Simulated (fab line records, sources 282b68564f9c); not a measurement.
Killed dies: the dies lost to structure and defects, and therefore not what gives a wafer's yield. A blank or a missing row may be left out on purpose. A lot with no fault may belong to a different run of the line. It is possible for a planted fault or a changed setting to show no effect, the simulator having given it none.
Code-filled problem report in 8D (eight disciplines) form :: flow rit_cmos :: the parts of the form that need people (team, actions taken, sign-off) are left out

1. THE ISSUE
At RIT_M1_METAL_ETCH_12, chamber_pressure_mTorr averages 120.00 mTorr over 4 wafers from 2 lots, while fault-free wafers read 99.99 mTorr, standard deviation 0.091. So: +99 or more standard deviations from the usual mean.
The step: etches Al in Cl2/BCl3, stops on SiO2, time 165 s, target depth 600 nm.
Seen first at day 7 02:51 on rie_metal-01, wafer L703.2. The record holds 42 wafers of 14 lots with a number at this step. The rule behind "out" and "out of limits": a value lying over 4 standard deviations away from the usual mean. The rest of the wafers with a number are treated as sound.

2. WHAT THIS IS AND IS NOT
question: which readings at this step
is: chamber_pressure_mTorr
is not: drypump_motor_current_A, oes_product_au, rf_fwd_power_W, throttle_valve_pct

question: which lots
is: L703, L706
is not: L687, L688, L689, L690, L692, L693, L694, L695, L698, L700, L702, L708

question: which wafers of those lots
is: L703.2, L703.5, L706.1, L706.3
is not: L703.6, L706.4

question: read on which tools
is: rie_metal-01
is not: rie_metal-03, rie_metal-04

question: when
is: from day 7 02:51
is not: up to then (34 sound wafers); but 4 sound wafers of L706, L708 came after

3. SUSPECTS, AND WHAT RULES EACH OUT
Counting: if a tool at a process step up to the reading ran every lot that is out, it stays a suspect. Sound lots after the first of them don't rule it out here, since some wafers of a struck lot are sound.
- rie_metal-01 at RIT_M1_METAL_ETCH_12 (etches Al in Cl2/BCl3, stops on SiO2, time 165 s, target depth 600 nm): kept. It processed each lot that is out (first: L703, day 7 02:51); up to then, its last sound lot is L698 (day 5 20:59). Its own chamber_pressure_mTorr readings are out on those wafers.
- At RIT_M1_METAL_ETCH_12 on rie_metal-01, chamber 1 took the sound wafers of the same lots and chamber 0 took the wafers that are out.
Remaining after the count: rie_metal-01 at RIT_M1_METAL_ETCH_12.

4. THE CAUSE (what the simulator had put in)
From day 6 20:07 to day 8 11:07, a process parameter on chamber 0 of rie_metal-01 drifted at RIT_M1_METAL_ETCH_12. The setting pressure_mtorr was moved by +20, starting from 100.
After counting, this tool was the only one left.

5. SEQUENCE OF EFFECTS, ordered by route
Each row: a reading where the mean over the struck wafers with a number is more than 3 standard deviations away from the usual. Readings are gone through only where the record gives a usual standard deviation; hours: the median, over the lots, of the time from a lot's start at the first step in this table giving one to that lot's start at this step; sigmas: the change measured in usual standard deviations.
hours: 0
step: RIT_M1_METAL_ETCH_12
reading: chamber_pressure_mTorr
usual: 99.99 mTorr
on struck wafers: 120.00
change: +20.01
sigmas: +99 or more
Its process steps:
- RIT_M1_METAL_ETCH_12: etches Al in Cl2/BCl3, stops on SiO2, time 165 s, target depth 600 nm.

6. HOW IT WOULD HAVE BEEN CAUGHT EARLIER
In this record the first reading out of limits was taken at day 7 02:51, 7 hours after the fault began at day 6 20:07.
